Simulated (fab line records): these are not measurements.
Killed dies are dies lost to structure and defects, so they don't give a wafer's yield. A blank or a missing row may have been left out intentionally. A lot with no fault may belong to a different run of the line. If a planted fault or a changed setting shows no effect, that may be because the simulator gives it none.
Which tool did it? + flow rit_cmos + 14 lots with 42 wafers sampled at 5 steps, on a route of 202 steps

== WHAT THE GAUGES READ, wafer by wafer ==
RIT_ACTIVE_THK_MEAS_02.
| lot  | measured    | on            | ACTIVE_OXIDE_THK (nm) |
|------|-------------|---------------|-----------------------|
| L489 | day 1 12:04 | film_metro-02 | 45.9 46.6 46.1        |
| L490 | day 1 17:29 | film_metro-01 | 46.9 46.6 46.4        |
| L492 | day 2 03:03 | film_metro-03 | 47.5 46.6 47.0        |
| L493 | day 2 09:02 | film_metro-02 | 47.1 46.9 46.9        |
| L497 | day 3 04:47 | film_metro-01 | 46.6 46.7 46.6        |
| L501 | day 4 00:03 | film_metro-01 | 47.8 47.1 47.5        |
| L502 | day 4 05:04 | film_metro-02 | 53.8 54.3 53.4        |
| L503 | day 4 11:55 | film_metro-02 | 54.0 53.9 54.9        |
| L506 | day 5 01:05 | film_metro-03 | 46.9 47.0 46.6        |
| L507 | day 5 08:43 | film_metro-02 | 47.2 47.2 47.7        |
| L508 | day 5 11:46 | film_metro-02 | 47.3 47.7 47.8        |
| L509 | day 5 16:32 | film_metro-01 | 47.3 46.7 46.8        |
| L510 | day 5 21:14 | film_metro-03 | 47.5 47.3 46.9        |
| L511 | day 6 03:53 | film_metro-01 | 47.3 47.8 47.0        |

RIT_FOX1_THK_MEAS_01.
| lot  | measured    | on            | FOX1_OXIDE_THK (nm) |
|------|-------------|---------------|---------------------|
| L489 | day 1 17:19 | film_metro-03 | 352 352 355         |
| L490 | day 1 23:43 | film_metro-03 | 351 357 355         |
| L492 | day 2 09:24 | film_metro-03 | 352 351 355         |
| L493 | day 2 15:11 | film_metro-04 | 363 358 361         |
| L497 | day 3 09:34 | film_metro-03 | 346 340 346         |
| L501 | day 4 06:22 | film_metro-04 | 353 352 352         |
| L502 | day 4 11:44 | film_metro-03 | 352 353 348         |
| L503 | day 4 16:43 | film_metro-04 | 358 357 356         |
| L506 | day 5 08:45 | film_metro-04 | 347 355 355         |
| L507 | day 5 13:30 | film_metro-02 | 357 359 362         |
| L508 | day 5 17:49 | film_metro-04 | 352 350 350         |
| L509 | day 5 22:35 | film_metro-03 | 363 357 360         |
| L510 | day 6 03:29 | film_metro-04 | 357 360 356         |
| L511 | day 6 08:56 | film_metro-03 | 347 347 355         |

RIT_PWELL_OVL_MEAS_06.
| lot  | measured    | on         | PWELL_OVL (nm) |
|------|-------------|------------|----------------|
| L489 | day 1 22:32 | overlay-01 | 0.5 -1.6 0.8   |
| L490 | day 2 04:38 | overlay-01 | -1.2 0.0 -0.1  |
| L492 | day 2 15:23 | overlay-02 | 2.7 2.6 2.2    |
| L493 | day 2 20:11 | overlay-02 | 3.3 1.8 2.3    |
| L497 | day 3 14:53 | overlay-02 | -0.4 -0.1 0.0  |
| L501 | day 4 11:25 | overlay-02 | 1.6 2.4 1.2    |
| L502 | day 4 16:55 | overlay-02 | 2.3 2.9 1.9    |
| L503 | day 4 21:49 | overlay-02 | 3.3 2.6 3.2    |
| L506 | day 5 13:55 | overlay-02 | 4.0 2.4 2.9    |
| L507 | day 5 19:23 | overlay-01 | 0.6 -0.4 -0.5  |
| L508 | day 5 22:48 | overlay-02 | 0.4 -0.2 -0.3  |
| L509 | day 6 03:34 | overlay-01 | 2.3 0.9 0.2    |
| L510 | day 6 08:32 | overlay-02 | -0.1 0.1 0.1   |
| L511 | day 6 13:55 | overlay-01 | 2.2 2.8 3.5    |

RIT_PRETRO_TW_MEAS_10.
| lot  | measured    | on            | PRETRO_TW   |
|------|-------------|---------------|-------------|
| L489 | day 2 08:16 | film_metro-03 | 469 469 466 |
| L490 | day 2 14:01 | film_metro-02 | 476 474 475 |
| L492 | day 3 01:34 | film_metro-02 | 474 473 475 |
| L493 | day 3 06:14 | film_metro-02 | 473 473 473 |
| L497 | day 3 23:56 | film_metro-04 | 472 473 472 |
| L501 | day 4 21:17 | film_metro-03 | 467 471 468 |
| L502 | day 5 02:43 | film_metro-02 | 473 477 476 |
| L503 | day 5 07:11 | film_metro-02 | 476 477 473 |
| L506 | day 6 00:35 | film_metro-04 | 470 471 469 |
| L507 | day 6 05:43 | film_metro-04 | 473 472 469 |
| L508 | day 6 08:25 | film_metro-03 | 467 469 468 |
| L509 | day 6 13:04 | film_metro-04 | 470 470 468 |
| L510 | day 6 18:32 | film_metro-04 | 472 471 471 |
| L511 | day 6 23:52 | film_metro-03 | 468 469 468 |

== EACH LOT AND THE TOOL THAT RAN IT (in order: tool; ch and the chambers of the sampled wafers; start) ==
| lot  | RIT_ACTIVE_OXIDATION_01      |
|------|------------------------------|
| L489 | furnace-01 ch 0, day 1 10:07 |
| L490 | furnace-04 ch 0, day 1 15:32 |
| L492 | furnace-04 ch 0, day 2 01:07 |
| L493 | furnace-01 ch 0, day 2 07:06 |
| L497 | furnace-03 ch 0, day 3 02:49 |
| L501 | furnace-01 ch 0, day 3 22:07 |
| L502 | furnace-03 ch 0, day 4 03:07 |
| L503 | furnace-03 ch 0, day 4 09:59 |
| L506 | furnace-01 ch 0, day 4 23:09 |
| L507 | furnace-01 ch 0, day 5 06:47 |
| L508 | furnace-04 ch 0, day 5 09:49 |
| L509 | furnace-01 ch 0, day 5 14:34 |
| L510 | furnace-01 ch 0, day 5 19:19 |
| L511 | furnace-01 ch 0, day 6 01:56 |
- RIT_ACTIVE_OXIDATION_01: target thk 46.8 nm, ox time 3360 s.

== WHAT THE TOOLS THEMSELVES READ (means of the sampled wafers that have a number; where no wafer has one, the mark that the record gives instead) ==
RIT_ACTIVE_OXIDATION_01.
| lot  | tool       | spike_tc_centre_C (C) | spike_tc_source_C (C) |
|------|------------|-----------------------|-----------------------|
| L489 | furnace-01 | 1002.3                | 1021.6                |
| L490 | furnace-04 | 1004.1                | 1025.0                |
| L492 | furnace-04 | 1004.3                | 1025.0                |
| L493 | furnace-01 | 1001.7                | 1022.9                |
| L497 | furnace-03 | 1002.9                | 1025.7                |
| L501 | furnace-01 | 1002.3                | 1022.1                |
| L502 | furnace-03 | 1016.3                | 1039.5                |
| L503 | furnace-03 | 1016.1                | 1038.6                |
| L506 | furnace-01 | 1002.0                | 1024.0                |
| L507 | furnace-01 | 1001.8                | 1023.0                |
| L508 | furnace-04 | 1003.8                | 1025.9                |
| L509 | furnace-01 | 1003.1                | 1022.7                |
| L510 | furnace-01 | 1001.9                | 1022.7                |
| L511 | furnace-01 | 1001.6                | 1022.0                |

== THE ANSWER, worked out from the rows above alone ==
Rule: usual is defined by the lots themselves. Put in order of their means at a reading, lots are off if they are a third of the lots or fewer, leave a main group of 4 or more, and stand apart from it by a gap of 3 or more times the standard deviation of the main group's means; of several such gaps the widest counts. A main group is skipped when, at the precision printed for the reading in the tables above, its means are all equal. Also off: a lot with no number at a reading for which 4 or more lots have one. All remaining lots with rows at the step are treated as sound. Order of review: gauges by route order, followed by the tools' own readings, for which a lot's mean as printed above is used. At the first step where some lot is off, the reading lying furthest off is the one used; lots without a number count as furthest.
Off: at RIT_ACTIVE_THK_MEAS_02 (ACTIVE_OXIDE_THK), L502, L503. For the main group the mean is 47.0 nm and the standard deviation 0.39.
A tool fits if, at a process step before that reading, it ran every lot that is off, and no sound lot after the first of them. Not tried: the gauges at RIT_ACTIVE_THK_MEAS_02; whatever is off there is also off at RIT_ACTIVE_OXIDATION_01, on other tools, and gauge error can't account for it. One fits: RIT_ACTIVE_OXIDATION_01 on furnace-03. A fault onset in the window from L497 (day 3 02:49, its last sound lot) to L502 (day 4 03:07, its first lot off) fits.
The tool's own readings at RIT_ACTIVE_OXIDATION_01 bear it out: on the lots that are off they differ by more than 5 times the standard deviation of the sound lots' means. spike_tc_centre_C reads 1016.2 C there against 1002.6 C on the sound lots; spike_tc_source_C reads 1039.0 C there against 1023.6 C on the sound lots.

== WHAT THE SIMULATOR HAD INSERTED ==
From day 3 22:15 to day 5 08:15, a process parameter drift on furnace-03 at RIT_ACTIVE_OXIDATION_01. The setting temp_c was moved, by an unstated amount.
Struck lots among those shown: L502, L503. The same result came from the rule above.
